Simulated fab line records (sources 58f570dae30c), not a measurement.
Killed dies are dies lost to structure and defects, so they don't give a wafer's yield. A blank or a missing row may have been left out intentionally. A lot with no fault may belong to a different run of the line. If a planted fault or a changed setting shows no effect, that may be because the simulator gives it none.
Which of the tools did it? + flow berkeley-cmos170 + Sampling: 7 lots, 21 wafers, 2 of 331 route steps

## WHAT THE GAUGES READ, wafer by wafer
UCB170_NWELL_THK_MEAS_05.
| lot  | measured    | on            | NWELL_NITRIDE_THK (nm) |
|------|-------------|---------------|------------------------|
| L401 | day 3 02:08 | film-metro-04 | 222.7 223.8 222.3      |
| L403 | day 3 02:08 | film-metro-03 | 225.5 223.5 223.7      |
| L405 | day 3 22:05 | film-metro-04 | 220.7 220.6 222.0      |
| L408 | day 4 15:46 | film-metro-03 | 236.4 236.7 237.0      |
| L410 | day 4 23:08 | film-metro-03 | 221.7 226.0 223.4      |
| L413 | day 5 11:53 | film-metro-04 | 225.1 227.7 227.5      |
| L421 | day 6 21:43 | film-metro-04 | 227.9 227.8 225.9      |

## TOOL THAT RAN EACH LOT (tool first, then ch and the chambers of the sampled wafers, then the start)
| lot  | UCB170_NWELL_CVD_04        |
|------|----------------------------|
| L401 | lpcvd-02 ch 0, day 3 00:11 |
| L403 | lpcvd-02 ch 0, day 3 00:11 |
| L405 | lpcvd-02 ch 1, day 3 20:05 |
| L408 | lpcvd-02 ch 1, day 4 12:51 |
| L410 | lpcvd-01 ch 0, day 4 21:12 |
| L413 | lpcvd-01 ch 1, day 5 09:57 |
| L421 | lpcvd-01 ch 0, day 6 19:47 |
- UCB170_NWELL_CVD_04: deposits Si3N4 from SiH2Cl2/NH3, target thk 224 nm, time 3360 s.

## THE ANSWER, worked out from the rows above alone
Rule: usual is defined by the lots themselves. The widest of any qualifying gaps counts: lots, ordered by their means at a reading, are off when they make up no more than a third of the lots, leave a main group of 4 or more, and stand apart from it by 3 or more times the standard deviation of that group's means. A main group is skipped when, at the precision printed for the reading in the tables above, its means are all equal. Also off: a lot with no number at a reading for which 4 or more lots have one. Any other lot the step has rows for is counted as sound.
Off: L408, at UCB170_NWELL_THK_MEAS_05 (NWELL_NITRIDE_THK). Mean 224.3 nm and standard deviation 2.1 in the main group.
If a tool, at a process step before that reading, ran all the lots that are off and no sound lot after the first of them, it fits. Those tools and the gauges at UCB170_NWELL_THK_MEAS_05 are tried in the same way. One fits: lpcvd-02 at UCB170_NWELL_CVD_04. Its last sound lot is L405 (day 3 20:05), its first lot that is off L408 (day 4 12:51): a fault that began between those two fits.

## WHAT HAD BEEN PUT IN BY THE SIMULATOR
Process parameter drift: lpcvd-02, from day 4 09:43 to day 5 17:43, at UCB170_NWELL_CVD_04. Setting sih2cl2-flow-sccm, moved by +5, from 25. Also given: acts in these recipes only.
Lots struck among those shown: L408. Same finding as the rule above.
